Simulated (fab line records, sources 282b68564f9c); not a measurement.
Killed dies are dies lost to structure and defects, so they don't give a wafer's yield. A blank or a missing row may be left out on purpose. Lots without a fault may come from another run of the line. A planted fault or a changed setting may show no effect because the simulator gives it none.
One fault seen from 2 desks | flow rit_cmos | each desk has only its own numbers; what lay behind them comes last

THE TOOL OWNER'S DESK: rie_si-02
The tool's own readings at RIT_GATE_ETCH_19 (etches poly-Si in SF6/CHF3/O2, stops on SiO2, time 165 s, target depth 312.5 nm): means of the sampled wafers that have a number, for each lot that ran on this tool. A lot is out of limits, marked OUT, if its mean lies more than 4 standard deviations from the usual mean; the brackets give that distance.
Columns: A = O2_flow_sccm at RIT_GATE_ETCH_19, usual 5.002 sccm; B = drypump_motor_current_A at RIT_GATE_ETCH_19, usual 5.8 A; C = oes_product_au at RIT_GATE_ETCH_19, usual 0.850 a.u.; D = rf_fwd_power_W at RIT_GATE_ETCH_19, usual 159.3 W; E = throttle_valve_pct at RIT_GATE_ETCH_19, usual 10.25 %
lot  | first seen here | A     | B   | C     | D               | E
L351 | day 3 05:55     | 5.014 | 5.8 | 0.854 | 159.7           | 10.27
L357 | day 4 08:38     | 5.009 | 5.8 | 0.856 | 159.9           | 10.34
L361 | day 5 04:57     | 4.995 | 5.8 | 0.852 | 180.3 (+43) OUT | 10.27
This desk's finding: out of limits on L361; first on L361, day 5 04:57 (rf_fwd_power_W at RIT_GATE_ETCH_19). In limits: L351, L357.

THE METROLOGY DESK
What the gauges read, lot by lot, whatever tool the lot ran on: means of the sampled wafers that have a number. A lot is out of limits, marked OUT, if its mean lies more than 4 standard deviations from the usual mean; the brackets give that distance.
Columns: A = GATE_OXIDE_THK at RIT_GATE_THK_MEAS_07, usual 3.03 nm; B = GATE_POLY_THK at RIT_GATE_THK_MEAS_09, usual 251.2 nm; C = cd_nm at RIT_GATE_CD_MEAS_16, usual 150.5 nm; D = GATE_OVL at RIT_GATE_OVL_MEAS_17, usual -0.4 nm
lot  | first seen here | A    | B     | C     | D
L351 | day 3 03:01     | 3.05 | 249.2 | 146.9 | 0.2
L357 | day 4 05:28     | 3.03 | 249.4 | 156.4 | 1.2
L361 | day 5 01:58     | 3.05 | 248.9 | 147.9 | 1.0
L364 | day 5 14:22     | 3.01 | 250.7 | 152.2 | 0.3
L368 | day 6 10:17     | 3.09 | 252.2 | 150.0 | 0.3
This desk's finding: nothing out of limits on any of the 5 lots.

PUT TOGETHER
The tool owner's desk could have raised an alarm at day 5 04:57, on L361.
The metrology desk saw nothing out of limits.
The metrology desk has L361 on record, within its limits.
Of the lots named, all ran RIT_GATE_ETCH_19 on rie_si-02.

WHAT THE SIMULATOR HAD PUT IN
Process parameter drift: rie_si-02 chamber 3, from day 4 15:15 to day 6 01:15, at RIT_GATE_ETCH_19. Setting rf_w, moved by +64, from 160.
Lots struck among those shown: L361.
Hours from the fault's start to each desk's first reading out of limits: the tool owner's desk, 14.
